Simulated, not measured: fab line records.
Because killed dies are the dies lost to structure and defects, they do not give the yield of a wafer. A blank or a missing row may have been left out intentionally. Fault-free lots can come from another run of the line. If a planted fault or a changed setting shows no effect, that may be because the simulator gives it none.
Which tool did it? / flow berkeley-cmos170 / 14 lots, 42 wafers sampled, at 3 steps of a route of 331

## WHAT EACH GAUGE READ, for each wafer
UCB170_NWELL_THK_MEAS_05. Usual: NWELL_NITRIDE_THK typically reads 224.0 nm, with standard deviation 2.
lot=L798; measured=day 2 02:39; on=film-metro-02; NWELL_NITRIDE_THK (nm)=222.6 223.0 222.4; flag=
lot=L799; measured=day 2 11:25; on=film-metro-01; NWELL_NITRIDE_THK (nm)=223.3 223.5 223.8; flag=
lot=L800; measured=day 2 17:49; on=film-metro-03; NWELL_NITRIDE_THK (nm)=220.1 219.4 220.7; flag=
lot=L801; measured=day 2 22:38; on=film-metro-02; NWELL_NITRIDE_THK (nm)=221.4 222.9 223.4; flag=
lot=L803; measured=day 3 21:45; on=film-metro-03; NWELL_NITRIDE_THK (nm)=224.5 222.6 225.4; flag=
lot=L804; measured=day 4 06:12; on=film-metro-03; NWELL_NITRIDE_THK (nm)=222.6 224.9 223.6; flag=
lot=L808; measured=day 4 15:16; on=film-metro-01; NWELL_NITRIDE_THK (nm)=222.2 224.5 221.9; flag=
lot=L809; measured=day 4 22:57; on=film-metro-01; NWELL_NITRIDE_THK (nm)=226.0 223.7 223.6; flag=
lot=L815; measured=day 5 15:44; on=film-metro-02; NWELL_NITRIDE_THK (nm)=223.1 223.1 223.8; flag=
lot=L817; measured=day 6 08:05; on=film-metro-02; NWELL_NITRIDE_THK (nm)=225.4 225.4 227.7; flag=
lot=L818; measured=day 6 08:02; on=film-metro-03; NWELL_NITRIDE_THK (nm)=221.5 220.6 222.2; flag=
lot=L819; measured=day 6 17:22; on=film-metro-03; NWELL_NITRIDE_THK (nm)=222.5 224.9 222.9; flag=
lot=L820; measured=day 7 00:10; on=film-metro-01; NWELL_NITRIDE_THK (nm)=229.2 229.0 227.9; flag=
lot=L821; measured=day 7 00:12; on=film-metro-03; NWELL_NITRIDE_THK (nm)=224.7 225.2 226.1; flag=

UCB170_NWELL_TW_MEAS_16. Usual: NWELL_TW typically reads 1251, with standard deviation 9.5.
lot=L798; measured=day 2 04:20; on=film-metro-01; NWELL_TW=1264 1268 1260; flag=
lot=L799; measured=day 2 13:00; on=film-metro-02; NWELL_TW=1252 1256 1248; flag=
lot=L800; measured=day 2 19:17; on=film-metro-03; NWELL_TW=1248 1253 1258; flag=
lot=L801; measured=day 3 00:03; on=film-metro-01; NWELL_TW=1262 1263 1267; flag=
lot=L803; measured=day 3 23:38; on=film-metro-02; NWELL_TW=1255 1255 1255; flag=
lot=L804; measured=day 4 07:29; on=film-metro-03; NWELL_TW=1241 1238 1237; flag=
lot=L808; measured=day 4 17:10; on=film-metro-03; NWELL_TW=1243 1243 1239; flag=
lot=L809; measured=day 5 00:34; on=film-metro-01; NWELL_TW=1261 1262 1261; flag=
lot=L815; measured=day 5 17:47; on=film-metro-03; NWELL_TW=1244 1242 1244; flag=
lot=L817; measured=day 6 10:50; on=film-metro-03; NWELL_TW=1245 1252 1251; flag=
lot=L818; measured=day 6 10:45; on=film-metro-02; NWELL_TW=1265 1259 1255; flag=
lot=L819; measured=day 6 18:59; on=film-metro-03; NWELL_TW=1247 1243 1240; flag=
lot=L820; measured=day 7 01:43; on=film-metro-03; NWELL_TW=1229 1233 1239; flag=
lot=L821; measured=day 7 01:58; on=film-metro-01; NWELL_TW=1260 1254 1256; flag=

## TOOL THAT RAN EACH LOT (tool first, then ch and the chambers of the sampled wafers, then the start)
lot=L798; UCB170_ZERO_STRIP_07=plasma-asher-04 ch 0,1, day 1 17:14
lot=L799; UCB170_ZERO_STRIP_07=plasma-asher-02 ch 0,1, day 2 02:32
lot=L800; UCB170_ZERO_STRIP_07=plasma-asher-01 ch 0,1, day 2 07:13
lot=L801; UCB170_ZERO_STRIP_07=plasma-asher-01 ch 0, day 2 10:05
lot=L803; UCB170_ZERO_STRIP_07=plasma-asher-01 ch 0,1, day 3 04:53
lot=L804; UCB170_ZERO_STRIP_07=plasma-asher-02 ch 0,1, day 3 14:23
lot=L808; UCB170_ZERO_STRIP_07=plasma-asher-02 ch 0,1, day 4 01:57
lot=L809; UCB170_ZERO_STRIP_07=plasma-asher-01 ch 0, day 4 08:56
lot=L815; UCB170_ZERO_STRIP_07=plasma-asher-02 ch 0,1, day 5 06:23
lot=L817; UCB170_ZERO_STRIP_07=plasma-asher-02 ch 0,1, day 5 18:47
lot=L818; UCB170_ZERO_STRIP_07=plasma-asher-04 ch 0,1, day 5 22:08
lot=L819; UCB170_ZERO_STRIP_07=plasma-asher-02 ch 0,1, day 6 04:04
lot=L820; UCB170_ZERO_STRIP_07=plasma-asher-02 ch 0,1, day 6 11:52
lot=L821; UCB170_ZERO_STRIP_07=plasma-asher-04 ch 0,1, day 6 14:44
- UCB170_ZERO_STRIP_07: strips in O2.

## WHAT THE TOOLS THEMSELVES READ (means of the sampled wafers that have a number; where no wafer has one, the mark that the record gives instead)
UCB170_ZERO_STRIP_07. Usual: drypump-motor-current-A 5.9 A, standard deviation 0.33; oes-product-au 0.727 a.u., standard deviation 0.0042; strip-time-to-endpoint-s 21.47 s, standard deviation 0.06.
lot=L798; tool=plasma-asher-04; drypump-motor-current-A (A)=5.5; oes-product-au (a.u.)=0.726; strip-time-to-endpoint-s (s)=21.50; flag=
lot=L799; tool=plasma-asher-02; drypump-motor-current-A (A)=6.0; oes-product-au (a.u.)=0.728; strip-time-to-endpoint-s (s)=21.47; flag=
lot=L800; tool=plasma-asher-01; drypump-motor-current-A (A)=5.8; oes-product-au (a.u.)=0.725; strip-time-to-endpoint-s (s)=21.41; flag=
lot=L801; tool=plasma-asher-01; drypump-motor-current-A (A)=5.6; oes-product-au (a.u.)=0.729; strip-time-to-endpoint-s (s)=21.59; flag=
lot=L803; tool=plasma-asher-01; drypump-motor-current-A (A)=6.1; oes-product-au (a.u.)=0.733; strip-time-to-endpoint-s (s)=21.45; flag=
lot=L804; tool=plasma-asher-02; drypump-motor-current-A (A)=6.0; oes-product-au (a.u.)=0.725; strip-time-to-endpoint-s (s)=21.45; flag=
lot=L808; tool=plasma-asher-02; drypump-motor-current-A (A)=6.0; oes-product-au (a.u.)=0.725; strip-time-to-endpoint-s (s)=21.43; flag=
lot=L809; tool=plasma-asher-01; drypump-motor-current-A (A)=5.6; oes-product-au (a.u.)=0.725; strip-time-to-endpoint-s (s)=21.39; flag=
lot=L815; tool=plasma-asher-02; drypump-motor-current-A (A)=5.9; oes-product-au (a.u.)=0.728; strip-time-to-endpoint-s (s)=21.47; flag=
lot=L817; tool=plasma-asher-02; drypump-motor-current-A (A)=5.9; oes-product-au (a.u.)=0.726; strip-time-to-endpoint-s (s)=21.48; flag=
lot=L818; tool=plasma-asher-04; drypump-motor-current-A (A)=5.5; oes-product-au (a.u.)=0.727; strip-time-to-endpoint-s (s)=21.52; flag=
lot=L819; tool=plasma-asher-02; drypump-motor-current-A (A)=5.9; oes-product-au (a.u.)=0.729; strip-time-to-endpoint-s (s)=21.33; flag=
lot=L820; tool=plasma-asher-02; drypump-motor-current-A (A)=6.0; oes-product-au (a.u.)=0.726; strip-time-to-endpoint-s (s)=21.50; flag=
lot=L821; tool=plasma-asher-04; drypump-motor-current-A (A)=5.5; oes-product-au (a.u.)=0.724; strip-time-to-endpoint-s (s)=21.46; flag=

## THE ANSWER, worked out from the rows above alone
Rule: take the mean of a lot's wafers that have a number; if it is more than 3 standard deviations from the usual mean, the lot is off. Also off: a lot with no number at a reading for which 4 or more lots have one. The other lots that the step has rows for count as sound. The gauges are gone through in route order, then the tools' own readings, and for those a lot's mean is taken as printed above. The first step at which some lot is off is used, and at that step the reading that is off furthest; a lot without a number counts as furthest.
Nothing can be told from this: no lot is off at any reading shown.

## WHAT HAD BEEN PUT IN BY THE SIMULATOR
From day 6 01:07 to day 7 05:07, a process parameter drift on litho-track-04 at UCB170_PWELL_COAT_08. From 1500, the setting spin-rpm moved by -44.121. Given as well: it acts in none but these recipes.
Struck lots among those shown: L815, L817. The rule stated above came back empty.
